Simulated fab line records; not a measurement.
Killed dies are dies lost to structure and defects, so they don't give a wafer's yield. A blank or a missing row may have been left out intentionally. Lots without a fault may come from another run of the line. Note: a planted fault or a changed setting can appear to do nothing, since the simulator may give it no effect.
The tool behind it: which one? || flow rit cmos || Sampling: 15 lots, 45 wafers, 4 of 202 route steps

WHAT THE GAUGES SHOWED, per wafer
RIT_ACTIVE_CD_MEAS_11: target cd 1400 nm. Usual: cd nm 1399.6 nm, standard deviation 2.4.
{"lot": "L995", "measured": "day 1 16:55", "on": "cd sem-02", "cd nm (nm)": "1398.8 1401.0 1398.6", "flag": ""}
{"lot": "L996", "measured": "day 2 01:03", "on": "cd sem-01", "cd nm (nm)": "1397.3 1397.3 1398.6", "flag": ""}
{"lot": "L997", "measured": "day 2 01:25", "on": "cd sem-01", "cd nm (nm)": "1394.7 1395.9 1393.8", "flag": ""}
{"lot": "L998", "measured": "day 2 05:57", "on": "cd sem-01", "cd nm (nm)": "1393.6 1394.5 1393.4", "flag": ""}
{"lot": "L999", "measured": "day 2 12:01", "on": "cd sem-01", "cd nm (nm)": "1399.8 1399.4 1399.0", "flag": ""}
{"lot": "L101", "measured": "day 2 21:29", "on": "cd sem-01", "cd nm (nm)": "1402.5 1402.7 1399.2", "flag": ""}
{"lot": "L102", "measured": "day 3 01:41", "on": "cd sem-01", "cd nm (nm)": "1402.1 1400.0 1401.5", "flag": ""}
{"lot": "L104", "measured": "day 3 12:20", "on": "cd sem-01", "cd nm (nm)": "1402.9 1400.1 1403.5", "flag": ""}
{"lot": "L106", "measured": "day 4 01:05", "on": "cd sem-02", "cd nm (nm)": "1400.5 1400.0 1401.5", "flag": ""}
{"lot": "L107", "measured": "day 4 04:20", "on": "cd sem-02", "cd nm (nm)": "1395.9 1397.1 1397.1", "flag": ""}
{"lot": "L110", "measured": "day 4 17:28", "on": "cd sem-02", "cd nm (nm)": "1397.9 1398.6 1397.2", "flag": ""}
{"lot": "L112", "measured": "day 5 05:35", "on": "cd sem-01", "cd nm (nm)": "1397.2 1399.7 1399.7", "flag": ""}
{"lot": "L114", "measured": "day 5 14:58", "on": "cd sem-02", "cd nm (nm)": "1400.4 1398.9 1401.8", "flag": ""}
{"lot": "L117", "measured": "day 6 04:29", "on": "cd sem-02", "cd nm (nm)": "1403.3 1402.9 1403.3", "flag": ""}
{"lot": "L118", "measured": "day 6 11:07", "on": "cd sem-01", "cd nm (nm)": "1401.7 1402.9 1405.2", "flag": ""}

RIT_NWELL_OVL_MEAS_06. Usual: NWELL_OVL gives -0.5 nm (standard deviation 1.3).
{"lot": "L995", "measured": "day 2 03:07", "on": "overlay-01", "NWELL_OVL (nm)": "-0.7 -1.5 -0.6", "flag": ""}
{"lot": "L996", "measured": "day 2 09:28", "on": "overlay-01", "NWELL_OVL (nm)": "0.5 0.9 0.7", "flag": ""}
{"lot": "L997", "measured": "day 2 09:43", "on": "overlay-02", "NWELL_OVL (nm)": "1.2 -0.1 -0.7", "flag": ""}
{"lot": "L998", "measured": "day 2 14:19", "on": "overlay-01", "NWELL_OVL (nm)": "-1.5 -4.5 -2.7", "flag": ""}
{"lot": "L999", "measured": "day 2 17:43", "on": "overlay-02", "NWELL_OVL (nm)": "1.0 0.1 2.0", "flag": ""}
{"lot": "L101", "measured": "day 3 03:55", "on": "overlay-02", "NWELL_OVL (nm)": "-180.5 -180.5 -181.1", "flag": "OFF"}
{"lot": "L102", "measured": "day 3 10:03", "on": "overlay-02", "NWELL_OVL (nm)": "0.6 -1.5 -1.0", "flag": ""}
{"lot": "L104", "measured": "day 3 21:50", "on": "overlay-02", "NWELL_OVL (nm)": "-179.1 -181.9 -180.1", "flag": "OFF"}
{"lot": "L106", "measured": "day 4 09:10", "on": "overlay-02", "NWELL_OVL (nm)": "-1.1 -0.3 0.4", "flag": ""}
{"lot": "L107", "measured": "day 4 13:52", "on": "overlay-02", "NWELL_OVL (nm)": "-181.8 -183.0 -182.5", "flag": "OFF"}
{"lot": "L110", "measured": "day 5 03:08", "on": "overlay-02", "NWELL_OVL (nm)": "0.1 1.0 0.7", "flag": ""}
{"lot": "L112", "measured": "day 5 11:23", "on": "overlay-02", "NWELL_OVL (nm)": "0.7 -0.5 0.4", "flag": ""}
{"lot": "L114", "measured": "day 5 22:13", "on": "overlay-01", "NWELL_OVL (nm)": "1.4 0.3 0.9", "flag": ""}
{"lot": "L117", "measured": "day 6 13:08", "on": "overlay-01", "NWELL_OVL (nm)": "-1.3 -2.1 -0.8", "flag": ""}
{"lot": "L118", "measured": "day 6 17:12", "on": "overlay-01", "NWELL_OVL (nm)": "-0.3 -2.4 -0.6", "flag": ""}

RIT_PRETRO_OVL_MEAS_06. Usual: PRETRO_OVL gives 0.5 nm (standard deviation 1.5).
{"lot": "L995", "measured": "day 2 15:03", "on": "overlay-01", "PRETRO_OVL (nm)": "0.6 0.3 0.3", "flag": ""}
{"lot": "L996", "measured": "day 2 20:11", "on": "overlay-02", "PRETRO_OVL (nm)": "1.6 0.9 -0.9", "flag": ""}
{"lot": "L997", "measured": "day 2 20:47", "on": "overlay-01", "PRETRO_OVL (nm)": "1.6 1.5 1.1", "flag": ""}
{"lot": "L998", "measured": "day 3 01:53", "on": "overlay-02", "PRETRO_OVL (nm)": "-2.2 -1.2 -1.8", "flag": ""}
{"lot": "L999", "measured": "day 3 04:25", "on": "overlay-02", "PRETRO_OVL (nm)": "-2.6 0.0 -1.0", "flag": ""}
{"lot": "L101", "measured": "day 3 15:25", "on": "overlay-02", "PRETRO_OVL (nm)": "2.3 1.6 1.7", "flag": ""}
{"lot": "L102", "measured": "day 3 21:55", "on": "overlay-01", "PRETRO_OVL (nm)": "1.4 3.3 1.1", "flag": ""}
{"lot": "L104", "measured": "day 4 08:30", "on": "overlay-02", "PRETRO_OVL (nm)": "1.4 0.2 1.8", "flag": ""}
{"lot": "L106", "measured": "day 4 19:56", "on": "overlay-02", "PRETRO_OVL (nm)": "0.4 0.0 1.3", "flag": ""}
{"lot": "L107", "measured": "day 5 00:13", "on": "overlay-02", "PRETRO_OVL (nm)": "0.3 2.0 1.7", "flag": ""}
{"lot": "L110", "measured": "day 5 13:14", "on": "overlay-01", "PRETRO_OVL (nm)": "0.3 -1.2 1.4", "flag": ""}
{"lot": "L112", "measured": "day 5 21:58", "on": "overlay-01", "PRETRO_OVL (nm)": "-1.1 1.2 -0.2", "flag": ""}
{"lot": "L114", "measured": "day 6 08:31", "on": "overlay-01", "PRETRO_OVL (nm)": "-0.1 -0.6 0.9", "flag": ""}
{"lot": "L117", "measured": "day 6 23:50", "on": "overlay-02", "PRETRO_OVL (nm)": "-1.3 0.7 1.4", "flag": ""}
{"lot": "L118", "measured": "day 7 03:59", "on": "overlay-01", "PRETRO_OVL (nm)": "-0.7 -2.9 -2.7", "flag": ""}

TOOL THAT RAN EACH LOT (tool first, then ch and the chambers of the sampled wafers, then the start)
{"lot": "L995", "RIT_NWELL_EXPOSE_03": "iline stepper-02 ch 0, day 2 02:41"}
{"lot": "L996", "RIT_NWELL_EXPOSE_03": "iline stepper-01 ch 0, day 2 09:02"}
{"lot": "L997", "RIT_NWELL_EXPOSE_03": "iline stepper-02 ch 0, day 2 09:17"}
{"lot": "L998", "RIT_NWELL_EXPOSE_03": "iline stepper-02 ch 0, day 2 13:55"}
{"lot": "L999", "RIT_NWELL_EXPOSE_03": "iline stepper-02 ch 0, day 2 17:17"}
{"lot": "L101", "RIT_NWELL_EXPOSE_03": "iline stepper-01 ch 0, day 3 03:29"}
{"lot": "L102", "RIT_NWELL_EXPOSE_03": "iline stepper-02 ch 0, day 3 09:37"}
{"lot": "L104", "RIT_NWELL_EXPOSE_03": "iline stepper-01 ch 0, day 3 21:25"}
{"lot": "L106", "RIT_NWELL_EXPOSE_03": "iline stepper-02 ch 0, day 4 08:46"}
{"lot": "L107", "RIT_NWELL_EXPOSE_03": "iline stepper-01 ch 0, day 4 13:26"}
{"lot": "L110", "RIT_NWELL_EXPOSE_03": "iline stepper-02 ch 0, day 5 02:43"}
{"lot": "L112", "RIT_NWELL_EXPOSE_03": "iline stepper-02 ch 0, day 5 10:59"}
{"lot": "L114", "RIT_NWELL_EXPOSE_03": "iline stepper-02 ch 0, day 5 21:47"}
{"lot": "L117", "RIT_NWELL_EXPOSE_03": "iline stepper-02 ch 0, day 6 12:43"}
{"lot": "L118", "RIT_NWELL_EXPOSE_03": "iline stepper-02 ch 0, day 6 16:46"}
- RIT_NWELL_EXPOSE_03: exposes mask M2, target cd 43900 nm.

WHAT THE TOOLS THEMSELVES READ (means of the sampled wafers that have a number; where no wafer has one, the mark that the record gives instead)
RIT_NWELL_EXPOSE_03. Usual: exposure dose mJ cm2 250.04, standard deviation 0.23.
{"lot": "L995", "tool": "iline stepper-02", "exposure dose mJ cm2": 250.03, "flag": ""}
{"lot": "L996", "tool": "iline stepper-01", "exposure dose mJ cm2": 249.70, "flag": ""}
{"lot": "L997", "tool": "iline stepper-02", "exposure dose mJ cm2": 250.22, "flag": ""}
{"lot": "L998", "tool": "iline stepper-02", "exposure dose mJ cm2": 250.16, "flag": ""}
{"lot": "L999", "tool": "iline stepper-02", "exposure dose mJ cm2": 250.20, "flag": ""}
{"lot": "L101", "tool": "iline stepper-01", "exposure dose mJ cm2": 250.13, "flag": ""}
{"lot": "L102", "tool": "iline stepper-02", "exposure dose mJ cm2": 249.96, "flag": ""}
{"lot": "L104", "tool": "iline stepper-01", "exposure dose mJ cm2": 249.81, "flag": ""}
{"lot": "L106", "tool": "iline stepper-02", "exposure dose mJ cm2": 250.08, "flag": ""}
{"lot": "L107", "tool": "iline stepper-01", "exposure dose mJ cm2": 250.19, "flag": ""}
{"lot": "L110", "tool": "iline stepper-02", "exposure dose mJ cm2": 250.00, "flag": ""}
{"lot": "L112", "tool": "iline stepper-02", "exposure dose mJ cm2": 250.04, "flag": ""}
{"lot": "L114", "tool": "iline stepper-02", "exposure dose mJ cm2": 249.93, "flag": ""}
{"lot": "L117", "tool": "iline stepper-02", "exposure dose mJ cm2": 249.87, "flag": ""}
{"lot": "L118", "tool": "iline stepper-02", "exposure dose mJ cm2": 250.37, "flag": ""}

THE ANSWER, worked out from the rows above alone
Rule: take the mean of a lot's wafers that have a number; if it is more than 3 standard deviations from the usual mean, the lot is off. A lot without any number at a reading at which 4 lots or more have one is off too. All remaining lots with rows at the step are treated as sound. The gauges are gone through in route order, then the tools' own readings, and for those a lot's mean is taken as printed above. At the first step where some lot is off, the reading lying furthest off is the one used; lots without a number count as furthest.
Off: L101, L104, L107, seen at RIT_NWELL_OVL_MEAS_06 (NWELL_OVL).
If a tool, at a process step before that reading, ran all the lots that are off and no sound lot after the first of them, it fits. Those tools and the gauges at RIT_NWELL_OVL_MEAS_06 are tried in the same way. One fits: RIT_NWELL_EXPOSE_03 on iline stepper-01. Its last sound lot is L996 (day 2 09:02), its first lot that is off L101 (day 3 03:29): a fault that began between those two fits.

WHAT HAD BEEN PUT IN BY THE SIMULATOR
Scanner matching overlay: iline stepper-01, from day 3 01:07 on, at RIT_NWELL_EXPOSE_03. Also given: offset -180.
Shown lots that were struck: L101, L104, L107. Same finding as the rule above.
